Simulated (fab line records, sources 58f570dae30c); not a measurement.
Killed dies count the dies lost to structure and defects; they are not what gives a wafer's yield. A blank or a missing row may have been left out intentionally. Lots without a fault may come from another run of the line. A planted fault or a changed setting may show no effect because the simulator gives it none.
The tool behind it: which one? | flow berkeley_cmos170 | 14 lots, 42 wafers sampled, at 5 steps of a route of 331

== WHAT THE GAUGES SHOWED, per wafer ==
UCB170_NVT_OVL_MEAS_06.
lot  | measured     | on         | NVT_OVL (nm)
L911 | day 6 15:31  | overlay-01 | -4 -2 7
L912 | day 6 15:38  | overlay-01 | -7 -2 4
L914 | day 7 02:19  | overlay-01 | 4 -4 4
L913 | day 7 02:26  | overlay-01 | -15 -8 -9
L915 | day 7 02:29  | overlay-02 | -9 -10 2
L916 | day 7 18:29  | overlay-01 | 6 -1 6
L919 | day 8 00:05  | overlay-02 | -2 -8 -5
L918 | day 8 00:22  | overlay-01 | 7 2 -6
L917 | day 8 00:38  | overlay-02 | -7 -2 -9
L924 | day 9 04:46  | overlay-02 | 11 2 -4
L926 | day 9 14:09  | overlay-01 | 0 6 -9
L929 | day 9 19:25  | overlay-01 | 15 4 11
L930 | day 10 05:07 | overlay-01 | -3 -5 -10
L933 | day 10 19:43 | overlay-02 | -13 -6 -12

UCB170_M2_CD_MEAS_90: the cd target is 700 nm.
lot  | measured     | on        | cd_nm (nm)
L911 | day 8 20:46  | cd_sem-02 | 703.3 697.1 696.8
L912 | day 8 17:41  | cd_sem-02 | 703.3 698.8 696.5
L914 | day 9 06:47  | cd_sem-01 | 700.1 700.4 700.5
L913 | day 9 06:31  | cd_sem-01 | 697.4 695.2 695.4
L915 | day 9 01:43  | cd_sem-01 | 699.8 700.3 700.3
L916 | day 9 20:32  | cd_sem-01 | 696.9 700.1 698.8
L919 | day 10 03:57 | cd_sem-02 | 699.8 702.5 698.7
L918 | day 10 01:28 | cd_sem-02 | 696.2 697.1 695.4
L917 | day 10 04:16 | cd_sem-01 | 695.9 700.7 697.7
L924 | day 11 08:26 | cd_sem-02 | 708.9 711.1 713.0 708.8 711.1 712.9
L926 | day 11 14:23 | cd_sem-02 | 714.0 714.6 712.1 713.6 714.5 712.3
L929 | day 11 19:20 | cd_sem-01 | 700.0 699.6 699.3
L930 | day 12 04:11 | cd_sem-02 | 701.3 696.2 698.8
L933 | day 12 17:14 | cd_sem-02 | 704.7 701.8 702.8

== TOOL THAT RAN EACH LOT (tool first, then ch and the chambers of the sampled wafers, then the start) ==
lot  | UCB170_M2_STRIP_07                   | UCB170_M2_METAL_ETCH_18           | UCB170_M2_STRIP_19
L911 | plasma_asher-03 ch 0,1, day 8 18:26  | rie_metal-04 ch 0,1, day 8 20:27  | plasma_asher-03 ch 0,1, day 8 20:38
L912 | plasma_asher-03 ch 0,1, day 8 15:40  | rie_metal-01 ch 0,1, day 8 17:22  | plasma_asher-02 ch 0,1, day 8 17:34
L914 | plasma_asher-03 ch 0,1, day 9 04:46  | rie_metal-02 ch 0,1, day 9 06:29  | plasma_asher-01 ch 0,1, day 9 06:41
L913 | plasma_asher-01 ch 0,1, day 9 04:34  | rie_metal-01 ch 0,1, day 9 06:13  | plasma_asher-02 ch 0,1, day 9 06:24
L915 | plasma_asher-02 ch 0,1, day 8 23:58  | rie_metal-02 ch 0,1, day 9 01:26  | plasma_asher-01 ch 0,1, day 9 01:36
L916 | plasma_asher-02 ch 0, day 9 18:19    | rie_metal-01 ch 1, day 9 20:13    | plasma_asher-02 ch 0,1, day 9 20:25
L919 | plasma_asher-02 ch 0,1, day 10 01:59 | rie_metal-02 ch 0,1, day 10 03:40 | plasma_asher-03 ch 0,1, day 10 03:51
L918 | plasma_asher-03 ch 0,1, day 9 21:44  | rie_metal-04 ch 0,1, day 10 01:12 | plasma_asher-02 ch 0,1, day 10 01:22
L917 | plasma_asher-01 ch 0,1, day 10 02:08 | rie_metal-01 ch 0,1, day 10 04:00 | plasma_asher-03 ch 0,1, day 10 04:10
L924 | plasma_asher-03 ch 0,1, day 11 06:38 | rie_metal-01 ch 0,1, day 11 08:07 | plasma_asher-03 ch 1, day 11 08:19
L926 | plasma_asher-03 ch 0,1, day 11 11:42 | rie_metal-01 ch 0,1, day 11 14:06 | plasma_asher-03 ch 0,1, day 11 14:15
L929 | plasma_asher-03 ch 0,1, day 11 16:49 | rie_metal-02 ch 0, day 11 18:59   | plasma_asher-02 ch 0,1, day 11 19:13
L930 | plasma_asher-02 ch 0,1, day 12 02:23 | rie_metal-02 ch 0, day 12 03:43   | plasma_asher-02 ch 0,1, day 12 04:05
L933 | plasma_asher-02 ch 0,1, day 12 15:29 | rie_metal-02 ch 0,1, day 12 16:56 | plasma_asher-02 ch 0,1, day 12 17:07
- UCB170_M2_STRIP_07: strips in O2.
- UCB170_M2_METAL_ETCH_18: etches Al in Cl2/BCl3, stops on SiO2, target depth 1170 nm, time 195 s.
- UCB170_M2_STRIP_19: strips in O2.

== AS READ BY THE TOOLS THEMSELVES (means over the sampled wafers that have a number; for cases with no such wafer, the mark the record gives instead) ==
UCB170_M2_STRIP_07.
lot  | tool            | chamber_pressure_mTorr (mTorr) | drypump_motor_current_A (A) | oes_product_au (a.u.) | strip_time_to_endpoint_s (s)
L911 | plasma_asher-03 | 3501                           | 5.67                        | 0.731                 | 21.97
L912 | plasma_asher-03 | 3500                           | 5.50                        | 0.733                 | 21.99
L914 | plasma_asher-03 | 3501                           | 5.48                        | 0.738                 | 21.97
L913 | plasma_asher-01 | 3501                           | 5.91                        | 0.736                 | 21.89
L915 | plasma_asher-02 | 3497                           | 5.88                        | 0.734                 | 22.01
L916 | plasma_asher-02 | 3502                           | 5.61                        | 0.737                 | 21.92
L919 | plasma_asher-02 | 3507                           | 5.75                        | 0.733                 | 22.04
L918 | plasma_asher-03 | 3498                           | 5.68                        | 0.736                 | 21.96
L917 | plasma_asher-01 | 3500                           | 5.94                        | 0.732                 | 21.92
L924 | plasma_asher-03 | 3500                           | 5.67                        | 0.736                 | 21.96
L926 | plasma_asher-03 | 3501                           | 5.68                        | 0.734                 | 21.93
L929 | plasma_asher-03 | 3499                           | 5.48                        | 0.733                 | 21.99
L930 | plasma_asher-02 | 3501                           | 5.76                        | 0.733                 | 21.98
L933 | plasma_asher-02 | 3499                           | 5.91                        | 0.734                 | 22.04

UCB170_M2_METAL_ETCH_18.
lot  | tool         | chamber_pressure_mTorr (mTorr) | drypump_motor_current_A (A) | oes_product_au (a.u.) | throttle_valve_pct (%)
L911 | rie_metal-04 | 11.999                         | 5.0                         | 0.855                 | 24.07
L912 | rie_metal-01 | 12.005                         | 5.9                         | 0.867                 | 24.47
L914 | rie_metal-02 | 11.999                         | 5.5                         | 0.860                 | 24.22
L913 | rie_metal-01 | 11.988                         | 5.9                         | 0.869                 | 24.47
L915 | rie_metal-02 | 11.992                         | 5.5                         | 0.860                 | 24.23
L916 | rie_metal-01 | 11.999                         | 5.6                         | 0.888                 | 24.67
L919 | rie_metal-02 | 11.992                         | 5.5                         | 0.849                 | 24.22
L918 | rie_metal-04 | 11.994                         | 5.0                         | 0.860                 | 24.06
L917 | rie_metal-01 | 12.005                         | 6.1                         | 0.866                 | 24.28
L924 | rie_metal-01 | 11.997                         | 6.1                         | 0.864                 | 24.28
L926 | rie_metal-01 | 11.993                         | 5.9                         | 0.857                 | 24.46
L929 | rie_metal-02 | 11.999                         | 5.6                         | 0.848                 | 24.11
L930 | rie_metal-02 | 12.000                         | 5.6                         | 0.846                 | 24.11
L933 | rie_metal-02 | 12.001                         | 5.5                         | 0.854                 | 24.42

UCB170_M2_STRIP_19.
lot  | tool            | chamber_pressure_mTorr (mTorr) | drypump_motor_current_A (A) | oes_product_au (a.u.)
L911 | plasma_asher-03 | 3499                           | 5.65                        | 0.526
L912 | plasma_asher-02 | 3501                           | 5.76                        | 0.529
L914 | plasma_asher-01 | 3500                           | 5.93                        | 0.523
L913 | plasma_asher-02 | 3501                           | 5.76                        | 0.521
L915 | plasma_asher-01 | 3498                           | 5.73                        | 0.529
L916 | plasma_asher-02 | 3500                           | 5.76                        | 0.544
L919 | plasma_asher-03 | 3498                           | 5.49                        | 0.524
L918 | plasma_asher-02 | 3501                           | 5.87                        | 0.531
L917 | plasma_asher-03 | 3495                           | 5.67                        | 0.522
L924 | plasma_asher-03 | 3499                           | 5.86                        | 0.670
L926 | plasma_asher-03 | 3502                           | 5.51                        | 0.685
L929 | plasma_asher-02 | 3503                           | 5.89                        | 0.520
L930 | plasma_asher-02 | 3500                           | 5.76                        | 0.529
L933 | plasma_asher-02 | 3500                           | 5.88                        | 0.539

== THE ANSWER, worked out from the rows above alone ==
Rule: what is usual is taken from the lots themselves. Put in order of their means at a reading, lots are off if they are a third of the lots or fewer, leave a main group of 4 or more, and stand apart from it by a gap of 3 or more times the standard deviation of the main group's means; of several such gaps the widest counts. A main group whose means are all the same, to the digits that the tables above print for the reading, isn't used. A lot without any number at a reading at which 4 lots or more have one is off too. The other lots that the step has rows for count as sound. The gauges are gone through in route order, then the tools' own readings, and for those a lot's mean is taken as printed above. The first step at which some lot is off is used, and at that step the reading that is off furthest; a lot without a number counts as furthest.
Off: L924, L926 (UCB170_M2_CD_MEAS_90, cd_nm). Main group: mean 699.2 nm, sd 1.8.
A tool fits if, at a process step before that reading, it ran every lot that is off, and no sound lot after the first of them. Not tried: the gauges at UCB170_M2_CD_MEAS_90; whatever is off there is also off at UCB170_M2_STRIP_19, on other tools, and gauge error can't account for it. This does not decide it: 2 tools fit, namely rie_metal-01 at UCB170_M2_METAL_ETCH_18 and plasma_asher-03 at UCB170_M2_STRIP_19.

== WHAT THE SIMULATOR HAD PUT IN ==
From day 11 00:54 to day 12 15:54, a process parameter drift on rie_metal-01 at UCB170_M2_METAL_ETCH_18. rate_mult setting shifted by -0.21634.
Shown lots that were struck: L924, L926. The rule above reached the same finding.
